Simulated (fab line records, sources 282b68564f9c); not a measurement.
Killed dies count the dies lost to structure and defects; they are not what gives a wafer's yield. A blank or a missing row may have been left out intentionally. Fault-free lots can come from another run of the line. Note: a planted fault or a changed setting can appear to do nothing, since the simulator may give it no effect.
fab line records | flow ritCmos
[record] lots = 16 | wafers = 48 | lastDay = 8
route steps=202 shown NSD@134 M1@202
lots with no fault: from the same line, run without faults
startH: start of the lot's first displayed wafer, in hours after the record's first day | waitH: hours elapsed since this lot's preceding step | " repeats the value in the row above | L1.1+2: a row that stands for several wafers | - no value present, or no start provided | * or withheld: withheld | < > ~ a bound
route shown NAME@n: a module of which the file shows steps, and the number in the route of the first | usual: average and standard deviation across the fault-free wafers | same: alike in all rows | chamber/n: place in a boat | sites: readings site by site | _std_site: the values' standard deviation | _edge_site: the outer-site mean with the inner-site mean subtracted | radiusMm: how far each site lies from the wafer's centre | mask NAME#n: copy n | behind: tool/chamber where the wafer was last shaped | hold: why the lot was held/for how many hours/how that ended | device: names the non-switching transistor (n, p or np) | end of line: at the end of the route, the tests of the same wafers | a step with no rows: only its recipe | killed: count of dies lost to structure and defects at first sort (not the wafer's yield) | map: a wafer's dies, marking killed ones x, the rest . and places with no die _
set.NAME: the run value of the setting; set.NAME@STEP: its run value at that earlier step | model.NAME: the simulator's own value behind a step, which no gauge read
the route's steps for a sample of lots (tables are steps, rows are wafers)
services: the hour from which a tool's chamber was out of use, counted from the record's first day as startH (under 0 if before that day), plus the number of hours and why
[[steps]]
[step RIT_NSD_EXPOSE_03]
[recipe] maskId = M9 | na = 0.57 | targetCdNm = 40700 | doseMj = 250
lot.wafer  | tool            | chamber | startH | waitH | mask
L414.3+5+6 | ilineStepper-02 | 0       | 57.52  | 0.2   | M9#0
L415.1+3+6 | ilineStepper-01 | 0       | 63.45  | 0.2   | M9#0
L416.1+2+5 | ilineStepper-02 | 0       | 67.18  | 0.2   | M9#0
L417.3+4+6 | ilineStepper-01 | 0       | 69.72  | 0.2   | M9#0
L418.2+5+6 | ilineStepper-01 | 0       | 76.48  | 0.1   | M9#0
L419.3+5+6 | ilineStepper-02 | 0       | 87.25  | 0.2   | M9#0
L420.1+2+6 | ilineStepper-02 | 0       | 95.32  | 0.3   | M9#0
L421.1+3+5 | ilineStepper-02 | 0       | 95.43  | 0.1   | M9#0
L422.2+4+5 | ilineStepper-02 | 0       | 100.18 | 0.1   | M9#0
L423.3+5+6 | ilineStepper-02 | 0       | 107.25 | 0.1   | M9#0
L427.1+3+6 | ilineStepper-01 | 0       | 140.35 | 0.2   | M9#0
L430.1+3+6 | ilineStepper-01 | 0       | 155.24 | 0.2   | M9#0
L433.2+4+5 | ilineStepper-01 | 0       | 166.53 | 0.2   | M9#0
L435.2+3+4 | ilineStepper-01 | 0       | 166.86 | 0.1   | M9#0
L436.1+2+3 | ilineStepper-01 | 0       | 168.32 | 0.1   | M9#0
L437.3+4+6 | ilineStepper-01 | 0       | 171.62 | 0.1   | M9#0
[step RIT_NSD_OVL_MEAS_06]
[usual] NSD_OVL = -0.1/1.1
lot.wafer | tool       | chamber | startH | waitH | NSD_OVL[nm]
L414.3    | overlay-01 | -       | 58.07  | -     | -2.2
L414.5    | "          | -       | "      | "     | -1.4
L414.6    | "          | -       | "      | "     | -0.4
L415.1    | overlay-01 | -       | 63.85  | -     | -0.1
L415.3    | "          | -       | "      | "     | 0.6
L415.6    | "          | -       | "      | "     | 0.1
L416.1    | overlay-01 | -       | 67.58  | -     | 3.1
L416.2    | "          | -       | "      | "     | -1.6
L416.5    | "          | -       | "      | "     | 0.7
L417.3    | overlay-02 | -       | 70.09  | -     | -0.8
L417.4    | "          | -       | "      | "     | -0.5
L417.6    | "          | -       | "      | "     | 0.2
L418.2    | overlay-02 | -       | 76.86  | -     | 1.6
L418.5    | "          | -       | "      | "     | -0.5
L418.6    | "          | -       | "      | "     | 1.0
L419.3    | overlay-01 | -       | 87.62  | -     | -0.2
L419.5    | "          | -       | "      | "     | 2.7
L419.6    | "          | -       | "      | "     | -0.4
L420.1    | overlay-02 | -       | 95.72  | -     | -179.1
L420.2    | "          | -       | "      | "     | -180.8
L420.6    | "          | -       | "      | "     | -178.9
L421.1    | overlay-01 | -       | 95.91  | -     | -181.9
L421.3    | "          | -       | "      | "     | -181.4
L421.5    | "          | -       | "      | "     | -179.3
L422.2    | overlay-02 | -       | 100.59 | -     | -178.4
L422.4    | "          | -       | "      | "     | -179.5
L422.5    | "          | -       | "      | "     | -179.6
L423.3    | overlay-02 | -       | 107.62 | -     | -178.8
L423.5    | "          | -       | "      | "     | -178.6
L423.6    | "          | -       | "      | "     | -179.7
L427.1    | overlay-01 | -       | 140.75 | -     | -0.7
L427.3    | "          | -       | "      | "     | -0.7
L427.6    | "          | -       | "      | "     | -1.7
L430.1    | overlay-02 | -       | 155.72 | -     | -0.4
L430.3    | "          | -       | "      | "     | 2.8
L430.6    | "          | -       | "      | "     | 1.0
L433.2    | overlay-01 | -       | 166.92 | -     | -0.5
L433.4    | "          | -       | "      | "     | 0.0
L433.5    | "          | -       | "      | "     | 0.0
L435.2    | overlay-02 | -       | 167.25 | -     | -1.7
L435.3    | "          | -       | "      | "     | -1.6
L435.4    | "          | -       | "      | "     | -2.5
L436.1    | overlay-02 | -       | 168.72 | -     | 0.9
L436.2    | "          | -       | "      | "     | 1.0
L436.3    | "          | -       | "      | "     | -0.1
L437.3    | overlay-02 | -       | 172.09 | -     | 1.1
L437.4    | "          | -       | "      | "     | -0.3
L437.6    | "          | -       | "      | "     | -1.7
[step RIT_M1_PROBE_99]
[usual] killedAtContacts = 0.1/0.28 | killedAtFrontEnd = 7.1/2.8 | killedDies = 7.1/2.9 | killedOpen = 3.4/2 | killedShort = 3.6/2.1
[same] grossDies = 264 | killed_at_M0_to_M3 = 0 | killed_at_M4_up = 0 | killedAtBackSide = 0 | killedAtOther = 0
lot.wafer | tool      | chamber | startH | waitH | killedAtContacts | killedAtFrontEnd | killedDies | killedOpen | killedShort
L430.1    | prober-02 | -       | 166.60 | 0.1   | 0                | 4                | 4          | 4          | 0
L430.3    | prober-02 | -       | 166.70 | 0.2   | 0                | 6                | 6          | 2          | 4
// killed by level:class
L430.1 FOX1:geometricParticle:open=2 GATE:geometricParticle:open=1 REOX:geometricParticle:open=1
L430.3 SILICIDE:geometricParticle:short=2 GATE:geometricParticle:open=1 GATE:geometricParticle:short=1 REOX:geometricParticle:short=1 SILICIDE:geometricParticle:open=1
[[services]]
tool            | chamber | startH | hours | kind
ilineStepper-02 | -       | 50.96  | 2.1   | pm
ilineStepper-02 | -       | 53.04  | -     | consumableReplace:lamp
ilineStepper-02 | 0       | 58.38  | -     | calibration
ilineStepper-01 | -       | 91.69  | 4.4   | pm
ilineStepper-01 | 0       | 108.17 | -     | calibration
ilineStepper-02 | -       | 137.13 | 2.0   | repair
ilineStepper-02 | -       | 164.68 | 11.7  | repair
[[key]]
[firstSign] step = RIT_NSD_OVL_MEAS_06 | reading = NSD_OVL | direction = down | sigmas = 99+ | usual = -0.1 | struck = -179.7
effect none on later readings
metAt RIT_NSD_EXPOSE_03
struckLots L420,L421,L422,L423
testerLeftOut L420,L421,L422,L423
onsetBetween 87.25 95.32
[fault] kind = scannerMatchingOverlay | tool = ilineStepper-02 | chamber = - | onsetH = 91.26 | steps = RIT_NSD_EXPOSE_03 | offset = -180
// testerLeftOut: of these lots the tester's yield and bins aren't shown, on N5 and GAA mostly nor the transistor test; their killed dies are dies lost to structure and defects alone, not to doping, threshold or leakage, so they don't give the yield
